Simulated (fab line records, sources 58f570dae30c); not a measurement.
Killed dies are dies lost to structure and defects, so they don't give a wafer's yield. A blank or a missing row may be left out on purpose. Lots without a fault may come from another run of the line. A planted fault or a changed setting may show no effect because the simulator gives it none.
Which tool did it? | flow berkeley_cmos170 | 15 lots, 44 wafers sampled, at 4 steps of a route of 331

WHAT THE GAUGES READ, wafer by wafer
UCB170_M2_OVL_MEAS_16.
lot  | measured     | on         | M2_OVL (nm)
L493 | day 9 02:51  | overlay-02 | 0 11 4
L495 | day 9 09:16  | overlay-01 | -9 2 0
L496 | day 10 02:50 | overlay-01 | -3 -5 -6
L499 | day 10 14:55 | overlay-02 | 1 3 5
L501 | day 11 07:41 | overlay-01 | 3 -2 3
L500 | day 11 07:27 | overlay-02 | 2 7 10
L502 | day 11 08:46 | overlay-01 | 0 0 -3
L503 | day 11 08:31 | overlay-01 | 3 -5 5
L506 | day 12 04:19 | overlay-01 | 10 9 11
L507 | day 12 03:26 | overlay-01 | -2 2 3
L511 | day 13 03:05 | overlay-02 | 2 -2 2
L514 | day 13 11:39 | overlay-02 | 3 7 4

WHICH TOOL RAN EACH LOT (tool, then ch and the chambers of the sampled wafers, then the start)
lot  | UCB170_CONTACT_STRIP_06              | UCB170_CONTACT_ETCH_17             | UCB170_V1_STRIP_15
L493 | plasma_asher-02 ch 0, day 8 14:38    | rie_diel-03 ch 1,3, day 8 17:35    | plasma_asher-03 ch 0,1, day 9 00:19
L495 | plasma_asher-02 ch 0,1, day 8 21:52  | rie_diel-01 ch 0,1,2, day 8 23:20  | plasma_asher-01 ch 0,1, day 9 05:50
L496 | plasma_asher-03 ch 0,1, day 9 16:39  | rie_diel-04 ch 0,3, day 9 17:59    | plasma_asher-01 ch 0,1, day 10 00:31
L499 | plasma_asher-02 ch 0,1, day 10 04:58 | rie_diel-01 ch 0,1, day 10 06:32   | plasma_asher-03 ch 0,1, day 10 12:34
L501 | plasma_asher-03 ch 1, day 10 15:11   | rie_diel-03 ch 0,1,3, day 10 16:38 | plasma_asher-03 ch 1, day 11 04:54
L500 | plasma_asher-02 ch 0,1, day 10 15:16 | rie_diel-04 ch 0,1,3, day 10 16:53 | plasma_asher-02 ch 0,1, day 11 04:41
L502 | plasma_asher-02 ch 0,1, day 10 20:53 | rie_diel-03 ch 0,2, day 10 22:58   | plasma_asher-02 ch 0,1, day 11 06:06
L503 | plasma_asher-03 ch 0, day 10 20:53   | rie_diel-04 ch 1,2, day 10 22:50   | plasma_asher-03 ch 0,1, day 11 05:50
L506 | plasma_asher-02 ch 0,1, day 11 13:51 | rie_diel-03 ch 1,2,3, day 11 15:34 | plasma_asher-01 ch 0,1, day 11 23:52
L507 | plasma_asher-03 ch 0,1, day 11 14:02 | rie_diel-04 ch 0,1,3, day 11 15:48 | plasma_asher-03 ch 0,1, day 11 23:38
L509 | plasma_asher-04 ch 0,1, day 12 07:23 | rie_diel-04 ch 0,2, day 12 08:49   | plasma_asher-02 ch 0,1, day 12 14:44
L508 | plasma_asher-02 ch 0,1, day 12 07:49 | rie_diel-03 ch 1,3, day 12 09:23   | plasma_asher-03 ch 0,1, day 12 15:59
L513 | plasma_asher-03 ch 0,1, day 12 14:43 | rie_diel-01 ch 2, day 12 16:01     | plasma_asher-02 ch 0,1, day 13 04:08
L511 | plasma_asher-04 ch 1, day 12 15:35   | rie_diel-04 ch 1,2,3, day 12 17:04 | plasma_asher-02 ch 0,1, day 13 00:41
L514 | plasma_asher-03 ch 1, day 13 00:56   | rie_diel-03 ch 1,2,3, day 13 02:19 | plasma_asher-03 ch 1, day 13 09:08
- UCB170_CONTACT_STRIP_06: strips in O2.
- UCB170_CONTACT_ETCH_17: etches BARC in N2/H2.
- UCB170_V1_STRIP_15: strips in O2.

WHAT THE TOOLS THEMSELVES READ (means of the sampled wafers that have a number; where no wafer has one, the mark that the record gives instead)
UCB170_CONTACT_STRIP_06.
lot  | tool            | chamber_pressure_mTorr (mTorr) | drypump_motor_current_A (A) | o2_flow_sccm (sccm) | oes_product_au (a.u.) | strip_time_to_endpoint_s (s)
L493 | plasma_asher-02 | 3497                           | 5.7                         | 400.1               | 0.736                 | 21.94
L495 | plasma_asher-02 | 3499                           | 5.9                         | 400.6               | 0.743                 | 21.98
L496 | plasma_asher-03 | 3502                           | 5.5                         | 400.3               | 0.738                 | 22.07
L499 | plasma_asher-02 | 3501                           | 5.9                         | 400.9               | 0.734                 | 21.92
L501 | plasma_asher-03 | 3499                           | 5.5                         | 399.9               | 0.737                 | 21.98
L500 | plasma_asher-02 | 3501                           | 6.0                         | 400.3               | 0.734                 | 21.96
L502 | plasma_asher-02 | 3499                           | 6.0                         | 400.0               | 0.737                 | 22.00
L503 | plasma_asher-03 | 3503                           | 5.4                         | 400.4               | 0.734                 | 22.04
L506 | plasma_asher-02 | 3501                           | 6.0                         | 399.7               | 0.736                 | 21.89
L507 | plasma_asher-03 | 3500                           | 5.5                         | 399.5               | 0.729                 | 21.99
L509 | plasma_asher-04 | 3501                           | 5.4                         | 400.9               | 0.733                 | 21.97
L508 | plasma_asher-02 | 3496                           | 5.9                         | 398.7               | 0.738                 | 22.01
L513 | plasma_asher-03 | 3501                           | 5.5                         | 398.4               | 0.739                 | 22.01
L511 | plasma_asher-04 | 3499                           | 5.2                         | 401.3               | 0.734                 | 21.99
L514 | plasma_asher-03 | 3503                           | 5.6                         | 398.5               | 0.735                 | 21.95

UCB170_CONTACT_ETCH_17.
lot  | tool        | drypump_motor_current_A (A) | n2_flow_sccm (sccm) | oes_product_au (a.u.) | throttle_valve_pct (%)
L493 | rie_diel-03 | 5.9                         | 100.0               | 0.993                 | 13.32
L495 | rie_diel-01 | 5.6                         | 100.1               | 0.979                 | 13.40
L496 | rie_diel-04 | 5.9                         | 100.0               | 0.994                 | 13.15
L499 | rie_diel-01 | 5.7                         | 99.9                | 0.995                 | 13.45
L501 | rie_diel-03 | 5.6                         | 99.9                | 1.002                 | 13.35
L500 | rie_diel-04 | 5.9                         | 100.1               | 0.968                 | 13.14
L502 | rie_diel-03 | 5.6                         | 100.1               | 1.019                 | 13.42
L503 | rie_diel-04 | 5.6                         | 99.8                | 0.990                 | 13.33
L506 | rie_diel-03 | 6.1                         | 100.0               | 0.979                 | 13.45
L507 | rie_diel-04 | 5.9                         | 100.1               | 0.975                 | 13.12
L509 | rie_diel-04 | 5.8                         | 100.3               | 1.008                 | 13.00
L508 | rie_diel-03 | 5.8                         | 100.1               | 0.975                 | 13.42
L513 | rie_diel-01 | 5.8                         | 100.1               | 0.987                 | 13.27
L511 | rie_diel-04 | 5.7                         | 100.3               | 0.978                 | 13.30
L514 | rie_diel-03 | 6.1                         | 99.8                | 0.981                 | 13.45

UCB170_V1_STRIP_15.
lot  | tool            | chamber_pressure_mTorr (mTorr) | drypump_motor_current_A (A) | o2_flow_sccm (sccm) | oes_product_au (a.u.) | strip_time_to_endpoint_s (s)
L493 | plasma_asher-03 | 3498.9                         | 5.5                         | 400.8               | 0.720                 | 15.44
L495 | plasma_asher-01 | 3498.5                         | 6.3                         | 400.4               | 0.723                 | 15.46
L496 | plasma_asher-01 | 3498.6                         | 6.3                         | 400.6               | 0.720                 | 15.41
L499 | plasma_asher-03 | 3500.1                         | 5.5                         | 402.0               | 0.719                 | 15.32
L501 | plasma_asher-03 | 3497.4                         | 5.5                         | 401.1               | 0.722                 | 15.21
L500 | plasma_asher-02 | 3500.0                         | 6.0                         | 399.7               | 0.719                 | 15.53
L502 | plasma_asher-02 | 3498.7                         | 6.0                         | 399.5               | 0.720                 | 15.52
L503 | plasma_asher-03 | 3501.3                         | 5.5                         | 400.5               | 0.722                 | 15.33
L506 | plasma_asher-01 | 3501.6                         | 6.2                         | 398.5               | 0.718                 | 15.24
L507 | plasma_asher-03 | 3503.3                         | 5.5                         | 400.2               | 0.722                 | 15.33
L509 | plasma_asher-02 | -                              | -                           | -                   | -                     | -
L508 | plasma_asher-03 | -                              | -                           | -                   | -                     | -
L513 | plasma_asher-02 | -                              | -                           | -                   | -                     | -
L511 | plasma_asher-02 | 3496.7                         | 6.0                         | 399.6               | 0.720                 | 15.46
L514 | plasma_asher-03 | 3499.3                         | 5.6                         | 400.8               | 0.724                 | 15.57

THE ANSWER, worked out from the rows above alone
Rule: what is usual is taken from the lots themselves. Put in order of their means at a reading, lots are off if they are a third of the lots or fewer, leave a main group of 4 or more, and stand apart from it by a gap of 3 or more times the standard deviation of the main group's means; of several such gaps the widest counts. A main group whose means are all the same, to the digits that the tables above print for the reading, isn't used. A lot without any number at a reading at which 4 lots or more have one is off too. The other lots that the step has rows for count as sound. The gauges are gone through in route order, then the tools' own readings, and for those a lot's mean is taken as printed above. The first step at which some lot is off is used, and at that step the reading that is off furthest; a lot without a number counts as furthest.
Off: L509, L508, L513, at UCB170_V1_STRIP_15 (chamber_pressure_mTorr). Without a number there: L509, L508, L513. The main group: mean 3499.5 mTorr, standard deviation 1.8.
A tool fits if, at that step or a process step before it, it ran every lot that is off, and no sound lot after the first of them. None of those tried fits.

WHAT THE SIMULATOR HAD PUT IN
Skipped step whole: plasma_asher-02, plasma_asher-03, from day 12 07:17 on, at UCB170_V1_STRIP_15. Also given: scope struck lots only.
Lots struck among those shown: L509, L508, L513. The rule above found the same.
